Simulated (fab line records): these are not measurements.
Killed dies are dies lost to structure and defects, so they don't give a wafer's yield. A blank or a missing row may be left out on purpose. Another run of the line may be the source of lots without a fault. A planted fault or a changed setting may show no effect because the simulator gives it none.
Which tool is to blame?    flow berkeley cmos170    7 lots with 21 wafers sampled at 2 steps, on a route of 331 steps

WHAT EACH GAUGE READ, for each wafer
UCB170_SACOX_THK_MEAS_02.
lot   measured     on             SACOX_OXIDE_THK (nm)
L252  day 5 15:35  film metro-01  14.39 14.28 14.53
L258  day 6 21:49  film metro-02  22.46 22.26 22.54
L263  day 7 23:17  film metro-01  13.90 14.00 14.05
L266  day 8 07:33  film metro-01  14.22 14.36 14.02
L268  day 8 20:53  film metro-01  14.73 14.68 14.62
L270  day 9 12:10  film metro-02  14.32 14.43 14.23
L273  day 9 23:23  film metro-01  14.44 14.84 14.38

WHAT TOOL EACH LOT RAN ON (gives the tool, then ch and the chambers of the sampled wafers, and finally the start)
lot   UCB170_SACOX_OXIDATION_01
L252  furnace-01 ch 0, day 5 13:55
L258  furnace-03 ch 0, day 6 16:17
L263  furnace-04 ch 0, day 7 21:35
L266  furnace-01 ch 0, day 8 05:53
L268  furnace-03 ch 0, day 8 19:13
L270  furnace-03 ch 0, day 9 10:30
L273  furnace-03 ch 0, day 9 21:42
- UCB170_SACOX_OXIDATION_01: target thk 14.4 nm, ox time 2400 s.

THE ANSWER, worked out from the rows above alone
Rule: the lots themselves supply what counts as usual. The widest of any qualifying gaps counts: lots, ordered by their means at a reading, are off when they make up no more than a third of the lots, leave a main group of 4 or more, and stand apart from it by 3 or more times the standard deviation of that group's means. The tables above print the reading to a certain number of digits; a main group whose means all agree to those digits is not used. Also off: a lot with no number at a reading for which 4 or more lots have one. All remaining lots with rows at the step are treated as sound.
Off: L258, seen at UCB170_SACOX_THK_MEAS_02 (SACOX_OXIDE_THK). For the main group the mean is 14.36 nm and the standard deviation 0.23.
If a tool, at a process step before that reading, ran all the lots that are off and no sound lot after the first of them, it fits. The gauges at UCB170_SACOX_THK_MEAS_02 are tried like those tools. Not one of the candidates tried fits.

WHAT HAD BEEN PUT IN BY THE SIMULATOR
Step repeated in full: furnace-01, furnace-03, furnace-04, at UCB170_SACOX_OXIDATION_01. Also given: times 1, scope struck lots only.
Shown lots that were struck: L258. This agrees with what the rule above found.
